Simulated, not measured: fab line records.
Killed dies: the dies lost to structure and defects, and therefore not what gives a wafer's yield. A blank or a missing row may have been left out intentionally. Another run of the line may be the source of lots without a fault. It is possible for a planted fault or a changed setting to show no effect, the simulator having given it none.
Matching of chambers + flow berkeleyCmos170 + UCB170_V2_ETCH_14 on rieDiel-03: 4 sister chambers
The step etches SiO2 in CHF3/CF4/Ar, stops on Al, target depth 1250 nm, time 291 s. 4 wafers are shown with their chamber, then 8 later ones without.

== WAFERS PAIRED WITH THEIR CHAMBERS ==
| wafer  | chamber | drypumpMotorCurrentA (A) |
|--------|---------|--------------------------|
| L832.5 | 1       | 5.9                      |
| L834.4 | 2       | 5.7                      |
| L834.5 | 0       | 6.2                      |
| L838.2 | 3       | 5.4                      |

== WAFERS MISSING THEIR CHAMBER ==
| wafer  | drypumpMotorCurrentA (A) |
|--------|--------------------------|
| L838.3 | 6.3                      |
| L838.4 | 5.7                      |
| L836.1 | 5.7                      |
| L836.4 | 5.4                      |
| L836.6 | 5.7                      |
| L845.2 | 5.7                      |
| L845.3 | 5.4                      |
| L845.4 | 6.2                      |

== WHICH CHAMBER EACH ONE RAN IN ==
| wafer  | from the rows above | in truth |
|--------|---------------------|----------|
| L838.3 | 0                   | 0        |
| L838.4 | 2                   | 2        |
| L836.1 | 2                   | 2        |
| L836.4 | 3                   | 3        |
| L836.6 | 2                   | 2        |
| L845.2 | 2                   | 2        |
| L845.3 | 3                   | 3        |
| L845.4 | 0                   | 0        |
8 of 8 placed correctly. Left unplaced by these rows: 0. 0 placed wrongly.
How it was worked out, from the rows above alone: a wafer's distance from a chamber is the root of the sum, over the readings, of the square of ((its reading less the chamber's mean) divided by the reading's scatter). If the next closest chamber is less than 2 further off than the closest, the wafer can't be placed; otherwise it belongs to the closest. Each chamber's mean is taken over the wafers shown for it. The scatter: root of mean squared gap, hidden wafer to nearest shown wafer, with one shown wafer a chamber.
